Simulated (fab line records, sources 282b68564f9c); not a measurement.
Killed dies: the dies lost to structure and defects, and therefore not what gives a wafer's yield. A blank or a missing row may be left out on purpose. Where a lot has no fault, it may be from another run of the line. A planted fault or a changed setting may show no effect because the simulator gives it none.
fab line records	flow rit_cmos
record: lots: 14	wafers: 42	last_day: 7
route steps=202 shown M1@189
lots with no fault: from the same line, run without faults
start_h: start of the lot's first displayed wafer, in hours after the record's first day	wait_h: hours from the lot's prior step to this one	" as in the row above	L1.1+2: one row covering several wafers at once	- no value present, or no start provided	* or withheld: withheld	< > ~ a bound
route shown NAME@n: names a module that has steps shown in the file, with the first one's number in the route	usual: mean/standard deviation taken from wafers without a fault	same: alike in all rows	chamber/n: place in a boat	sites: readings site by site	_std_site: standard deviation of those values	_edge_site: outer sites' mean less inner sites'	radius_mm: how far each site lies from the wafer's centre	mask NAME#n: copy n	behind: tool/chamber where the wafer was last shaped	hold: the reason the lot was held/the length of the hold in hours/how it ended	device: names the non-switching transistor (n, p or np)	end of line: the same wafers' tests at the end of the route	where a step has no rows: the recipe by itself	killed: dies lost to structure and defects at the first sort, not the wafer's yield	map: dies across one wafer; x = killed, . = not, _ = none there
set.NAME: the setting as run; set.NAME@STEP: as run at that earlier step	model.NAME: the simulator's own value behind a step, which no gauge read
the route's steps for a sample of lots (tables are steps, rows are wafers)
== steps ==
step: RIT_M1_SOFTBAKE_05
recipe: resist: NOVOLAK	temp_c: 90	time_s: 60
usual: heater_power_total_W: 34.56/0.047	plate_temp_C: 90.00/0.12
lot.wafer	tool	chamber	start_h	wait_h	heater_power_total_W	plate_temp_C
L131.2	litho_track-04	0	57.90	0.1	34.53	90.05
L131.3	"	0	"	"	34.50	89.93
L131.4	"	0	"	"	34.53	89.97
L132.1	litho_track-02	0	65.18	0.1	34.55	90.11
L132.2	"	0	"	"	34.53	89.96
L132.5	"	0	"	"	34.58	89.85
L133.1	litho_track-02	0	69.35	0.1	34.59	90.01
L133.2	"	0	"	"	34.61	89.95
L133.6	"	0	"	"	34.57	89.78
L134.1	litho_track-04	0	75.66	0.1	34.55	90.15
L134.4	"	0	"	"	34.62	90.22
L134.5	"	0	"	"	34.56	90.31
L135.1	litho_track-04	0	79.21	0.1	34.56	90.06
L135.3	"	0	"	"	34.65	89.90
L135.4	"	0	"	"	34.64	89.89
L136.1	litho_track-02	0	82.76	0.1	34.57	90.05
L136.2	"	0	"	"	34.52	90.08
L136.6	"	0	"	"	34.55	90.07
L137.1	litho_track-01	0	89.12	0.1	34.54	90.10
L137.3	"	0	"	"	34.56	90.04
L137.4	"	0	"	"	34.58	90.04
L142.1	litho_track-02	0	113.59	0.1	36.13	92.64
L142.3	"	0	"	"	36.02	92.90
L142.4	"	0	"	"	36.08	92.85
L143.2	litho_track-02	0	118.11	0.1	36.01	92.90
L143.4	"	0	"	"	35.97	92.87
L143.5	"	0	"	"	36.03	92.71
L145.1	litho_track-01	0	128.15	0.1	34.49	89.83
L145.4	"	0	"	"	34.55	89.89
L145.6	"	0	"	"	34.60	89.87
L147.2	litho_track-01	0	139.01	0.1	34.50	89.90
L147.3	"	0	"	"	34.46	90.03
L147.6	"	0	"	"	34.58	89.98
L148.2	litho_track-01	0	144.10	0.1	34.57	90.16
L148.4	"	0	"	"	34.56	90.10
L148.5	"	0	"	"	34.55	90.05
L152.1	litho_track-04	0	165.68	0.1	34.54	89.76
L152.4	"	0	"	"	34.54	89.85
L152.5	"	0	"	"	34.56	89.93
L153.3	litho_track-04	0	174.13	0.1	34.54	89.94
L153.4	"	0	"	"	34.53	90.11
L153.6	"	0	"	"	34.57	90.13
step: RIT_M1_PROBE_99
usual: defect_limited_yield: 97.5/1.2	killed_at_contacts: 0.1/0.24	killed_at_front_end: 7/3	killed_dies: 7/3	killed_open: 3.2/1.8	killed_short: 3.5/2.1	sort_bin_3_pad_short: 0.1/0.2	sort_bin_5_function: 1.5/0.92	sort_bin_6_memory: 0.9/0.6	sort_n_pass: 257/3	sort_yield_pct: 97.5/1.2
same: gross_dies: 264	killed_at_M0_to_M3: 0	killed_at_M4_up: 0	killed_at_back_side: 0	killed_at_other: 0
lot.wafer	tool	chamber	start_h	wait_h	defect_limited_yield[%]	killed_at_contacts	killed_at_front_end	killed_dies	killed_open	killed_short	sort_bin_3_pad_short[%]	sort_bin_5_function[%]	sort_bin_6_memory[%]	sort_n_pass	sort_yield_pct[%]
L131.2	prober-02	-	61.44	0.1	97.0	0	8	8	2	6	0.8	0.8	1.5	256	97.0
L131.3	prober-02	-	61.49	0.2	96.6	0	9	9	5	4	0	1.1	2.3	255	96.6
L131.4	prober-02	-	61.54	0.2	98.1	0	5	5	2	3	0	1.1	0.8	259	98.1
L132.1	prober-01	-	68.54	0.1	99.2	0	2	2	1	1	0	0.4	0.4	262	99.2
L132.2	prober-01	-	68.59	0.1	97.7	0	6	6	1	5	0.4	1.1	0.8	258	97.7
L132.5	prober-01	-	68.74	0.2	99.2	0	2	2	2	0	0	0.8	0	262	99.2
L133.1	prober-02	-	72.96	0.1	97.3	1	6	7	4	3	0	1.9	0.8	257	97.3
L133.2	prober-02	-	73.01	0.1	97.7	0	6	6	2	4	0.4	1.5	0.4	258	97.7
L133.6	prober-02	-	73.21	0.2	96.6	0	9	9	5	4	0.4	1.5	1.5	255	96.6
L134.1	prober-01	-	78.96	0.1	96.6	0	9	9	5	4	0	2.3	1.1	255	96.6
L134.4	prober-01	-	79.11	0.2	97.3	0	7	7	6	1	0	2.3	0.4	257	97.3
L134.5	prober-01	-	79.16	0.2	97.7	0	6	6	4	2	0.4	1.5	0.4	258	97.7
L135.1	prober-01	-	82.47	0.1	98.1	0	5	5	3	2	0	1.1	0.8	259	98.1
L135.3	prober-01	-	82.57	0.2	97.7	0	6	6	3	3	0	0.4	1.9	258	97.7
L135.4	prober-01	-	82.62	0.2	97.7	0	6	6	1	5	0	1.1	1.1	258	97.7
L136.1	prober-02	-	86.00	0.1	96.2	0	10	10	4	6	0.4	1.9	1.5	254	96.2
L136.2	prober-02	-	86.05	0.1	98.1	0	5	5	5	0	0	0.4	1.5	259	98.1
L136.6	prober-02	-	86.25	0.2	97.3	0	7	7	2	5	0.4	1.5	0.8	257	97.3
L137.1	prober-01	-	92.49	0.1	91.7	0	22	22	8	14	0	6.1	2.3	242	91.7
L137.3	prober-01	-	92.59	0.2	94.3	0	15	15	5	10	0.4	3.4	1.9	249	94.3
L137.4	prober-01	-	92.64	0.2	96.2	0	10	10	3	7	0.4	2.7	0.8	254	96.2
L142.1	prober-02	-	116.84	0.1	95.5	0	12	12	6	6	0	3.4	1.1	252	95.5
L142.3	prober-02	-	116.94	0.2	95.5	1	11	12	5	7	0.4	3.4	0.8	252	95.5
L142.4	prober-02	-	116.99	0.2	95.1	0	13	13	6	7	0.4	3.8	0.8	251	95.1
L143.2	prober-01	-	121.51	0.1	97.0	0	8	8	3	5	0.4	2.3	0.4	256	97.0
L143.4	prober-01	-	121.61	0.2	98.1	0	5	5	4	1	0	1.1	0.8	259	98.1
L143.5	prober-01	-	121.66	0.2	98.1	0	5	5	2	3	0.4	0.8	0.8	259	98.1
L145.1	prober-01	-	132.62	0.1	97.0	0	8	8	5	3	0	2.3	0.8	256	97.0
L145.4	prober-01	-	132.77	0.2	97.7	0	6	6	3	3	0	0.8	1.5	258	97.7
L145.6	prober-01	-	132.87	0.2	97.3	0	7	7	0	7	0.8	1.1	0.8	257	97.3
L147.2	prober-01	-	142.28	0.1	94.3	0	15	15	8	7	0	4.5	1.1	249	94.3
L147.3	prober-01	-	142.33	0.2	95.5	0	12	12	5	7	0	3.8	0.8	252	95.5
L147.6	prober-01	-	142.48	0.2	97.3	0	7	7	3	4	0	1.9	0.8	257	97.3
L148.2	prober-02	-	147.91	0.1	97.3	0	7	7	1	6	0	1.1	1.5	257	97.3
L148.4	prober-02	-	148.01	0.2	98.5	0	4	4	4	0	0	0.4	1.1	260	98.5
L148.5	prober-02	-	148.06	0.2	95.1	0	13	13	6	7	0.4	2.3	2.3	251	95.1
L152.1	prober-02	-	168.99	0.1	97.7	0	6	6	4	2	0	1.1	1.1	258	97.7
L152.4	prober-02	-	169.14	0.2	98.1	0	5	5	3	2	0	0.8	1.1	259	98.1
L152.5	prober-02	-	169.19	0.2	96.2	0	10	10	5	5	0	3.4	0.4	254	96.2
L153.3	prober-01	-	177.79	0.2	98.9	0	3	3	1	2	0	1.1	0	261	98.9
L153.4	prober-01	-	177.84	0.2	98.9	0	3	3	2	1	0	0.8	0.4	261	98.9
L153.6	prober-01	-	177.94	0.2	97.0	0	8	8	5	3	0.4	1.9	0.8	256	97.0
killed by level:class
L131.2 GATE:geometric_particle:short=5 FOX2:geometric_particle:open=1 SPACER:geometric_particle:open=1 SILICIDE:geometric_particle:short=1
L131.3 GATE:geometric_particle:open=3 SPACER:geometric_particle:open=2 FOX1:geometric_particle:short=1 FOX2:geometric_particle:short=1 GATE:geometric_particle:short=1 REOX:geometric_particle:short=1
L131.4 GATE:geometric_particle:open=2 FOX1:geometric_particle:short=1 FOX2:geometric_particle:short=1 SPACER:geometric_particle:short=1
L132.1 GATE:geometric_particle:short=1 GATE:geometric_particle:open=1
L132.2 SPACER:geometric_particle:short=3 FOX2:geometric_particle:short=1 GATE:geometric_particle:short=1 REOX:geometric_particle:open=1
L132.5 FOX2:geometric_particle:open=1 REOX:geometric_particle:open=1
L133.1 FOX1:geometric_particle:open=3 FOX2:geometric_particle:short=1 GATE:geometric_particle:open=1 GATE:geometric_particle:short=1 CONTACT:geometric_particle:short=1
L133.2 FOX1:geometric_particle:open=1 FOX1:geometric_particle:short=1 FOX2:geometric_particle:short=1 GATE:geometric_particle:open=1 SPACER:geometric_particle:short=1 SILICIDE:geometric_particle:short=1
L133.6 FOX1:geometric_particle:open=2 GATE:geometric_particle:open=2 GATE:geometric_particle:short=2 FOX1:geometric_particle:short=1 SPACER:geometric_particle:open=1 SILICIDE:geometric_particle:short=1
L134.1 GATE:geometric_particle:open=2 GATE:geometric_particle:short=2 REOX:geometric_particle:open=2 REOX:geometric_particle:short=2 SILICIDE:geometric_particle:open=1
L134.4 GATE:geometric_particle:open=3 SILICIDE:geometric_particle:open=2 FOX2:geometric_particle:open=1 REOX:geometric_particle:short=1
L134.5 GATE:geometric_particle:open=2 REOX:geometric_particle:open=1 REOX:geometric_particle:short=1 SILICIDE:geometric_particle:open=1 SILICIDE:geometric_particle:short=1
L135.1 REOX:geometric_particle:short=2 REOX:geometric_particle:open=2 GATE:geometric_particle:open=1
L135.3 GATE:geometric_particle:open=2 FOX1:geometric_particle:open=1 FOX1:geometric_particle:short=1 GATE:geometric_particle:short=1 REOX:geometric_particle:short=1
L135.4 GATE:geometric_particle:short=2 FOX1:geometric_particle:short=1 REOX:geometric_particle:open=1 REOX:geometric_particle:short=1 SPACER:geometric_particle:short=1
L136.1 GATE:geometric_particle:open=2 GATE:geometric_particle:short=2 FOX1:geometric_particle:short=1 FOX2:geometric_particle:short=1 SPACER:geometric_particle:short=1 SPACER:geometric_particle:open=1 SILICIDE:geometric_particle:open=1 SILICIDE:geometric_particle:short=1
L136.2 GATE:geometric_particle:open=2 SILICIDE:geometric_particle:open=2 FOX2:geometric_particle:open=1
L136.6 REOX:geometric_particle:short=2 FOX1:geometric_particle:open=1 FOX1:geometric_particle:short=1 FOX2:geometric_particle:short=1 GATE:geometric_particle:open=1 SPACER:geometric_particle:short=1
L137.1 GATE:geometric_particle:short=7 GATE:geometric_particle:open=5 FOX1:geometric_particle:short=4 FOX2:geometric_particle:open=1 FOX2:geometric_particle:short=1 REOX:geometric_particle:open=1 SILICIDE:geometric_particle:open=1 SPACER:geometric_particle:short=1
L137.3 GATE:geometric_particle:short=7 GATE:geometric_particle:open=3 FOX1:geometric_particle:open=2 REOX:geometric_particle:short=1 SPACER:geometric_particle:short=1 SILICIDE:geometric_particle:short=1
L137.4 GATE:geometric_particle:short=3 FOX1:geometric_particle:short=2 FOX1:geometric_particle:open=2 GATE:geometric_particle:open=1 SPACER:geometric_particle:short=1 SILICIDE:geometric_particle:short=1
L142.1 SPACER:geometric_particle:open=4 GATE:geometric_particle:short=3 GATE:geometric_particle:open=2 SPACER:geometric_particle:short=2 FOX2:geometric_particle:short=1
L142.3 SPACER:geometric_particle:short=3 SPACER:geometric_particle:open=2 FOX1:geometric_particle:open=1 FOX2:geometric_particle:open=1 FOX2:geometric_particle:short=1 GATE:geometric_particle:short=1 GATE:geometric_particle:open=1 REOX:geometric_particle:short=1
L142.4 FOX1:geometric_particle:short=3 FOX1:geometric_particle:open=2 SPACER:geometric_particle:short=2 SILICIDE:geometric_particle:open=2 FOX2:geometric_particle:short=1 GATE:geometric_particle:open=1 REOX:geometric_particle:short=1 SPACER:geometric_particle:open=1
L143.2 FOX1:geometric_particle:open=2 GATE:geometric_particle:short=2 ACTIVE:geometric_particle:short=1 FOX2:geometric_particle:short=1 REOX:geometric_particle:short=1 REOX:geometric_particle:open=1
L143.4 FOX1:geometric_particle:open=1 FOX2:geometric_particle:open=1 GATE:geometric_particle:open=1 SILICIDE:geometric_particle:short=1 SILICIDE:geometric_particle:open=1
L143.5 GATE:geometric_particle:open=2 FOX1:geometric_particle:short=1 REOX:geometric_particle:short=1 SPACER:geometric_particle:short=1
L145.1 GATE:geometric_particle:open=3 GATE:geometric_particle:short=2 REOX:geometric_particle:open=2 FOX2:geometric_particle:short=1
L145.4 REOX:geometric_particle:short=2 FOX2:geometric_particle:open=1 GATE:geometric_particle:open=1 GATE:geometric_particle:short=1 SPACER:geometric_particle:open=1
L145.6 FOX2:geometric_particle:short=3 GATE:geometric_particle:short=2 REOX:geometric_particle:short=2
L147.2 FOX1:geometric_particle:open=3 REOX:geometric_particle:short=3 FOX1:geometric_particle:short=2 REOX:geometric_particle:open=2 SPACER:geometric_particle:open=2 GATE:geometric_particle:short=1 SPACER:geometric_particle:short=1 SILICIDE:geometric_particle:open=1
L147.3 FOX1:geometric_particle:short=3 FOX1:geometric_particle:open=3 REOX:geometric_particle:short=2 GATE:geometric_particle:short=1 REOX:geometric_particle:open=1 SPACER:geometric_particle:short=1 SILICIDE:geometric_particle:open=1
L147.6 GATE:geometric_particle:open=2 REOX:geometric_particle:short=2 FOX1:geometric_particle:short=1 FOX1:geometric_particle:open=1 GATE:geometric_particle:short=1
L148.2 FOX2:geometric_particle:short=4 GATE:geometric_particle:short=2 FOX2:geometric_particle:open=1
L148.4 GATE:geometric_particle:open=2 FOX2:geometric_particle:open=1 SILICIDE:geometric_particle:open=1
L148.5 GATE:geometric_particle:open=3 GATE:geometric_particle:short=3 FOX1:geometric_particle:short=2 SILICIDE:geometric_particle:open=2 FOX2:geometric_particle:open=1 FOX2:geometric_particle:short=1 REOX:geometric_particle:short=1
L152.1 GATE:geometric_particle:open=3 FOX1:geometric_particle:open=1 GATE:geometric_particle:short=1 REOX:geometric_particle:short=1
L152.4 GATE:geometric_particle:open=2 GATE:geometric_particle:short=1 REOX:geometric_particle:short=1 SPACER:geometric_particle:open=1
L152.5 GATE:geometric_particle:open=3 REOX:geometric_particle:short=2 FOX1:geometric_particle:short=1 GATE:geometric_particle:short=1 REOX:geometric_particle:open=1 SPACER:geometric_particle:short=1 SILICIDE:geometric_particle:open=1
L153.3 FOX1:geometric_particle:open=1 GATE:geometric_particle:short=1 REOX:geometric_particle:short=1
L153.4 SPACER:geometric_particle:open=1 SILICIDE:geometric_particle:open=1 SILICIDE:geometric_particle:short=1
L153.6 GATE:geometric_particle:open=2 REOX:geometric_particle:short=2 REOX:geometric_particle:open=2 FOX1:geometric_particle:open=1 GATE:geometric_particle:short=1
== key ==
first_sign: step: RIT_M1_SOFTBAKE_05	reading: heater_power_total_W	direction: up	sigmas: 32	usual: 34.56	struck: 36.04
effect: step: RIT_M1_SOFTBAKE_05	reading: plate_temp_C	direction: up	sigmas: 23	usual: *	struck: *
met_at RIT_M1_SOFTBAKE_05
struck_lots L142,L143
onset_between 82.76 113.59
fault: kind: process_parameter_drift	tool: litho_track-02	chamber: -	onset_h: 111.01	steps: RIT_M1_SOFTBAKE_05	channel: temp_c	offset: *	shape: step	end_h: 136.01	acts_in: *	stated: *
